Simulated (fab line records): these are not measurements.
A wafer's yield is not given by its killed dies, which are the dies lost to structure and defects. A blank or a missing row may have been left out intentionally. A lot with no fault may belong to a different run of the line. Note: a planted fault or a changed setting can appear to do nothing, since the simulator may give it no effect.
One fault through the eyes of 2 desks + flow rit cmos + only its own numbers are on each desk; what lay behind them is given at the end

== FOR THE TOOL OWNER'S DESK: implanter-02 ==
For each lot that ran on this tool, the mean over its sampled wafers that have a number, from the tool's own readings at RIT_NSD_IMPLANT_08. Marked OUT: a lot whose mean sits more than 4 standard deviations from the usual mean, which makes it out of limits; the brackets give that distance.
Columns: A = beam on s at RIT_NSD_IMPLANT_08, usual 9.99 s; B = faraday current uA at RIT_NSD_IMPLANT_08, usual 3134
| lot  | first seen here | A               | B              |
|------|-----------------|-----------------|----------------|
| L541 | day 4 17:55     | 9.92            | 3150           |
| L545 | day 5 19:41     | 14.38 (+23) OUT | 2177 (-16) OUT |
| L546 | day 5 20:50     | 14.31 (+23) OUT | 2188 (-16) OUT |
This desk's verdict: out of limits on L545, L546, starting with L545 at day 5 19:41 (beam on s at RIT_NSD_IMPLANT_08). Within limits: L541.

== THE METROLOGY DESK ==
What the gauges read for every lot (on any tool): the sampled wafers with a number, averaged. Marked OUT: a lot whose mean sits more than 4 standard deviations from the usual mean, which makes it out of limits; the brackets give that distance.
Columns: A = NSD_TW at RIT_NSD_TW_MEAS_10, usual 3134; B = NSD_RS at RIT_SDANNEAL_RS_MEAS_05, usual 84.35 ohm/sq
| lot  | first seen here | A               | B               |
|------|-----------------|-----------------|-----------------|
| L533 | day 3 09:59     | 3077            | 84.47           |
| L534 | day 3 16:04     | 3083            | 84.44           |
| L535 | day 3 17:35     | 3178            | 83.99           |
| L536 | day 3 22:07     | 3089            | 84.33           |
| L539 | day 4 10:20     | 3082            | 84.02           |
| L540 | day 4 16:03     | 3159            | 84.46           |
| L541 | day 4 18:14     | 3168            | 84.40           |
| L545 | day 5 20:01     | 3419 (+7.3) OUT | 64.08 (-72) OUT |
| L546 | day 5 21:10     | 3365 (+5.9) OUT | 64.31 (-72) OUT |
| L548 | day 6 08:34     | 3087            | 84.84           |
| L549 | day 6 13:50     | 3159            | 84.84           |
| L552 | day 7 01:19     | 3070            | 84.28           |
| L553 | day 7 05:08     | 3073            | 84.20           |
| L554 | day 7 10:41     | 3181            | 84.30           |
This desk's finding: out of limits on L545, L546; first on L545, day 5 20:01 (NSD_TW at RIT_NSD_TW_MEAS_10). Within limits: L533, L534, L535, L536, L539, L540, L541, L548, L549, L552, L553, L554.

== BROUGHT TOGETHER ==
An alarm could have come from the tool owner's desk at day 5 19:41, on L545, L546.
On L545, L546, the metrology desk was in a position to raise an alarm at day 5 20:01.
All the named lots went through RIT_NSD_IMPLANT_08 on implanter-02.

== WHAT WAS PUT IN BY THE SIMULATOR ==
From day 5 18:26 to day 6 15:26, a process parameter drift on implanter-02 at RIT_NSD_IMPLANT_08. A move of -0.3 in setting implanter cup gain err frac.
Struck lots among those shown: L545, L546.
Fault start to first reading out of limits, in hours, per desk: tool owner, 1; metrology, 2.
